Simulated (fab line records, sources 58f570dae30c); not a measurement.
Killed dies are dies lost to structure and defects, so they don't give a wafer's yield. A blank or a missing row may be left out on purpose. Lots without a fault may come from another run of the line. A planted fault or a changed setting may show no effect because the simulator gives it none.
Which tool did it? | flow berkeley_cmos170 | 14 lots, 42 wafers sampled, at 6 steps of a route of 331

WHAT THE GAUGES READ, wafer by wafer
UCB170_M2_THK_MEAS_03: measures by xrf.
lot  | measured     | on            | M2_AL_THK (nm)
L427 | day 7 05:34  | film_metro-02 | 916 917 925
L428 | day 7 21:16  | film_metro-02 | 916 906 910
L430 | day 7 21:41  | film_metro-01 | 907 907 905
L429 | day 7 21:55  | film_metro-03 | 916 907 908
L431 | day 8 05:16  | film_metro-02 | 919 914 912
L434 | day 8 05:33  | film_metro-01 | 938 933 938
L433 | day 8 05:47  | film_metro-02 | 923 919 923
L432 | day 8 05:54  | film_metro-01 | 912 907 909
L437 | day 9 17:13  | film_metro-03 | 893 890 883
L438 | day 9 17:37  | film_metro-01 | 915 915 916
L440 | day 10 02:05 | film_metro-01 | 909 912 915
L442 | day 10 22:47 | film_metro-03 | 897 903 895
L446 | day 11 11:14 | film_metro-03 | 888 884 889
L448 | day 11 23:34 | film_metro-01 | 910 920 903

UCB170_V2_CD_MEAS_90: target cd 700 nm.
lot  | measured     | on        | cd_nm (nm)
L427 | day 7 11:32  | cd_sem-01 | 701.3 700.3 701.1
L428 | day 8 02:22  | cd_sem-02 | 697.4 698.2 699.2
L430 | day 8 02:46  | cd_sem-02 | 699.5 699.1 699.7
L429 | day 8 03:20  | cd_sem-01 | 699.5 699.9 698.7
L431 | day 8 09:53  | cd_sem-02 | 698.2 700.5 699.1
L434 | day 8 10:22  | cd_sem-02 | 698.2 698.6 698.0
L433 | day 8 10:51  | cd_sem-01 | 701.4 700.6 702.3
L432 | day 8 11:29  | cd_sem-01 | 698.8 699.3 698.8
L437 | day 9 22:20  | cd_sem-02 | 701.2 700.1 701.5
L438 | day 10 02:04 | cd_sem-01 | 704.4 704.9 703.7
L440 | day 10 09:27 | cd_sem-01 | 702.7 703.4 704.3
L442 | day 11 03:26 | cd_sem-02 | 702.5 701.6 702.1
L446 | day 11 16:20 | cd_sem-02 | 697.6 697.9 697.8
L448 | day 12 04:20 | cd_sem-01 | 701.8 702.4 700.8

WHICH TOOL RAN EACH LOT (tool, then ch and the chambers of the sampled wafers, then the start)
lot  | UCB170_V1_ETCH_14                  | UCB170_V1_STRIP_15                   | UCB170_V2_ETCH_14                  | UCB170_V2_STRIP_15
L427 | rie_diel-03 ch 0,1,3, day 7 04:53  | plasma_asher-02 ch 0,1, day 7 05:04  | rie_diel-02 ch 2,3, day 7 11:14    | plasma_asher-03 ch 0,1, day 7 11:25
L428 | rie_diel-01 ch 0,1,2, day 7 20:36  | plasma_asher-03 ch 0,1, day 7 20:47  | rie_diel-03 ch 0,1,2, day 8 02:06  | plasma_asher-01 ch 0,1, day 8 02:16
L430 | rie_diel-03 ch 0,2, day 7 21:01    | plasma_asher-02 ch 0,1, day 7 21:11  | rie_diel-01 ch 0,1,2, day 8 02:29  | plasma_asher-01 ch 0,1, day 8 02:40
L429 | rie_diel-01 ch 1,3, day 7 21:15    | plasma_asher-04 ch 0,1, day 7 21:26  | rie_diel-02 ch 0,2,3, day 8 03:04  | plasma_asher-01 ch 0, day 8 03:14
L431 | rie_diel-03 ch 0,1,2, day 8 04:37  | plasma_asher-03 ch 0,1, day 8 04:47  | rie_diel-02 ch 0,1,2, day 8 09:37  | plasma_asher-02 ch 0,1, day 8 09:47
L434 | rie_diel-01 ch 1,3, day 8 04:52    | plasma_asher-02 ch 0,1, day 8 05:05  | rie_diel-03 ch 0,1,3, day 8 10:02  | plasma_asher-03 ch 0,1, day 8 10:15
L433 | rie_diel-03 ch 0,1,2, day 8 05:07  | plasma_asher-03 ch 0,1, day 8 05:17  | rie_diel-01 ch 1,3, day 8 10:34    | plasma_asher-01 ch 0,1, day 8 10:45
L432 | rie_diel-04 ch 0,1,3, day 8 05:10  | plasma_asher-04 ch 0,1, day 8 05:20  | rie_diel-03 ch 1,3, day 8 11:13    | plasma_asher-03 ch 0,1, day 8 11:23
L437 | rie_diel-01 ch 0,2,3, day 9 16:32  | plasma_asher-03 ch 0,1, day 9 16:43  | rie_diel-02 ch 1,3, day 9 22:03    | plasma_asher-03 ch 0,1, day 9 22:13
L438 | rie_diel-03 ch 1,2,3, day 9 16:57  | plasma_asher-03 ch 0,1, day 9 17:08  | rie_diel-02 ch 0,2,3, day 10 01:47 | plasma_asher-02 ch 0,1, day 10 01:58
L440 | rie_diel-01 ch 0,1,3, day 10 01:22 | plasma_asher-04 ch 0,1, day 10 01:32 | rie_diel-02 ch 0,1,3, day 10 09:09 | plasma_asher-01 ch 0,1, day 10 09:20
L442 | rie_diel-03 ch 1,3, day 10 22:07   | plasma_asher-02 ch 0,1, day 10 22:17 | rie_diel-01 ch 1,3, day 11 03:08   | plasma_asher-03 ch 1, day 11 03:19
L446 | rie_diel-04 ch 0,1,2, day 11 10:34 | plasma_asher-02 ch 0,1, day 11 10:44 | rie_diel-01 ch 0,3, day 11 16:02   | plasma_asher-01 ch 0, day 11 16:13
L448 | rie_diel-04 ch 0,1,2, day 11 22:54 | plasma_asher-04 ch 0,1, day 11 23:05 | rie_diel-03 ch 0,2,3, day 12 04:04 | plasma_asher-02 ch 0,1, day 12 04:14
- UCB170_V1_ETCH_14: etches SiO2 in CHF3/CF4/Ar, stops on Al, target depth 1250 nm, time 291 s.
- UCB170_V1_STRIP_15: strips in O2.
- UCB170_V2_ETCH_14: etches SiO2 in CHF3/CF4/Ar, stops on Al, target depth 1250 nm, time 291 s.
- UCB170_V2_STRIP_15: strips in O2.

WHAT THE TOOLS THEMSELVES READ (means of the sampled wafers that have a number; where no wafer has one, the mark that the record gives instead)
UCB170_V1_ETCH_14.
lot  | tool        | chamber_pressure_mTorr (mTorr) | drypump_motor_current_A (A) | oes_product_au (a.u.) | throttle_valve_pct (%)
L427 | rie_diel-03 | 200.00                         | 5.5                         | 0.876                 | 7.00
L428 | rie_diel-01 | 200.06                         | 6.0                         | 0.868                 | 6.95
L430 | rie_diel-03 | 200.03                         | 6.1                         | 0.888                 | 7.07
L429 | rie_diel-01 | 200.08                         | 6.0                         | 0.873                 | 6.93
L431 | rie_diel-03 | 200.33                         | 5.8                         | 0.884                 | 7.04
L434 | rie_diel-01 | 200.07                         | 6.3                         | 0.867                 | 6.95
L433 | rie_diel-03 | 199.75                         | 5.8                         | 0.881                 | 7.04
L432 | rie_diel-04 | 199.95                         | 5.9                         | 0.870                 | 6.99
L437 | rie_diel-01 | 200.18                         | 6.2                         | 0.863                 | 6.97
L438 | rie_diel-03 | 199.90                         | 5.6                         | 0.869                 | 7.01
L440 | rie_diel-01 | 199.77                         | 6.0                         | 0.868                 | 7.02
L442 | rie_diel-03 | 200.03                         | 5.3                         | 0.871                 | 7.01
L446 | rie_diel-04 | 200.01                         | 6.1                         | 0.872                 | 6.97
L448 | rie_diel-04 | 199.95                         | 6.1                         | 0.870                 | 6.97

UCB170_V1_STRIP_15.
lot  | tool            | chamber_pressure_mTorr (mTorr) | drypump_motor_current_A (A) | oes_product_au (a.u.) | strip_time_to_endpoint_s (s)
L427 | plasma_asher-02 | 3501.9                         | 6.0                         | 0.718                 | 15.28
L428 | plasma_asher-03 | 3501.3                         | 5.6                         | 0.723                 | 15.35
L430 | plasma_asher-02 | 3500.3                         | 6.0                         | 0.720                 | 15.30
L429 | plasma_asher-04 | 3503.9                         | 5.2                         | 0.724                 | 15.40
L431 | plasma_asher-03 | 3499.3                         | 5.6                         | 0.724                 | 15.33
L434 | plasma_asher-02 | 3496.4                         | 6.0                         | 0.723                 | 15.22
L433 | plasma_asher-03 | 3497.7                         | 5.6                         | 0.724                 | 15.36
L432 | plasma_asher-04 | 3503.2                         | 5.1                         | 0.723                 | 15.49
L437 | plasma_asher-03 | 3499.5                         | 5.6                         | 0.721                 | 15.41
L438 | plasma_asher-03 | 3501.7                         | 5.6                         | 0.721                 | 15.30
L440 | plasma_asher-04 | 3500.9                         | 5.1                         | 0.724                 | 15.35
L442 | plasma_asher-02 | 3501.2                         | 6.0                         | 0.722                 | 15.26
L446 | plasma_asher-02 | 3499.2                         | 6.2                         | 0.718                 | 15.29
L448 | plasma_asher-04 | 3498.8                         | 5.2                         | 0.725                 | 15.27

UCB170_V2_ETCH_14.
lot  | tool        | chamber_pressure_mTorr (mTorr) | drypump_motor_current_A (A) | oes_product_au (a.u.) | throttle_valve_pct (%)
L427 | rie_diel-02 | 199.99                         | 5.7                         | 0.858                 | 7.00
L428 | rie_diel-03 | 199.82                         | 5.7                         | 0.889                 | 7.04
L430 | rie_diel-01 | 199.95                         | 6.0                         | 0.870                 | 6.95
L429 | rie_diel-02 | 200.09                         | 6.0                         | 0.866                 | 6.92
L431 | rie_diel-02 | 199.83                         | 6.1                         | 0.866                 | 6.94
L434 | rie_diel-03 | 200.02                         | 5.5                         | 0.875                 | 7.00
L433 | rie_diel-01 | 200.06                         | 6.1                         | 0.872                 | 6.92
L432 | rie_diel-03 | 200.03                         | 5.3                         | 0.866                 | 6.98
L437 | rie_diel-02 | 199.93                         | 6.3                         | 0.848                 | 6.78
L438 | rie_diel-02 | 200.17                         | 6.0                         | 0.869                 | 6.92
L440 | rie_diel-02 | 199.84                         | 6.3                         | 0.863                 | 6.81
L442 | rie_diel-01 | 200.00                         | 6.0                         | 0.870                 | 6.93
L446 | rie_diel-01 | 199.98                         | 6.2                         | 0.860                 | 7.01
L448 | rie_diel-03 | 200.25                         | 5.8                         | 0.863                 | 7.01

UCB170_V2_STRIP_15.
lot  | tool            | chamber_pressure_mTorr (mTorr) | drypump_motor_current_A (A) | oes_product_au (a.u.) | strip_time_to_endpoint_s (s)
L427 | plasma_asher-03 | 3496                           | 5.6                         | 0.725                 | 15.34
L428 | plasma_asher-01 | 3499                           | 6.1                         | 0.724                 | 15.37
L430 | plasma_asher-01 | 3501                           | 6.1                         | 0.722                 | 15.33
L429 | plasma_asher-01 | 3499                           | 5.3                         | 0.728                 | 15.20
L431 | plasma_asher-02 | 3496                           | 6.1                         | 0.721                 | 15.53
L434 | plasma_asher-03 | 3503                           | 5.6                         | 0.719                 | 15.17
L433 | plasma_asher-01 | 3498                           | 6.2                         | 0.723                 | 15.27
L432 | plasma_asher-03 | 3497                           | 5.6                         | 0.723                 | 15.14
L437 | plasma_asher-03 | 3502                           | 5.6                         | 0.723                 | 15.32
L438 | plasma_asher-02 | 3499                           | 6.1                         | 0.719                 | 12.06
L440 | plasma_asher-01 | 3504                           | 5.7                         | 0.720                 | 12.01
L442 | plasma_asher-03 | 3499                           | 5.6                         | 0.724                 | 15.27
L446 | plasma_asher-01 | 3499                           | 5.2                         | 0.723                 | 15.30
L448 | plasma_asher-02 | 3498                           | 6.2                         | 0.716                 | 15.34

THE ANSWER, worked out from the rows above alone
Rule: what is usual is taken from the lots themselves. Put in order of their means at a reading, lots are off if they are a third of the lots or fewer, leave a main group of 4 or more, and stand apart from it by a gap of 3 or more times the standard deviation of the main group's means; of several such gaps the widest counts. A main group whose means are all the same, to the digits that the tables above print for the reading, isn't used. A lot without any number at a reading at which 4 lots or more have one is off too. The other lots that the step has rows for count as sound. The gauges are gone through in route order, then the tools' own readings, and for those a lot's mean is taken as printed above. The first step at which some lot is off is used, and at that step the reading that is off furthest; a lot without a number counts as furthest.
Off: L438, L440, at UCB170_V2_STRIP_15 (strip_time_to_endpoint_s). The main group: mean 15.30 s, standard deviation 0.099.
A tool fits if, at that step or a process step before it, it ran every lot that is off, and no sound lot after the first of them. One fits: rie_diel-02 at UCB170_V2_ETCH_14. Its last sound lot is L437 (day 9 22:03), its first lot that is off L438 (day 10 01:47): a fault that began between those two fits.

WHAT THE SIMULATOR HAD PUT IN
Process parameter drift: rie_diel-02, from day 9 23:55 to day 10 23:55, at UCB170_V2_ETCH_14. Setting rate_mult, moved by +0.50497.
Lots struck among those shown: L438, L440. The rule above found the same.
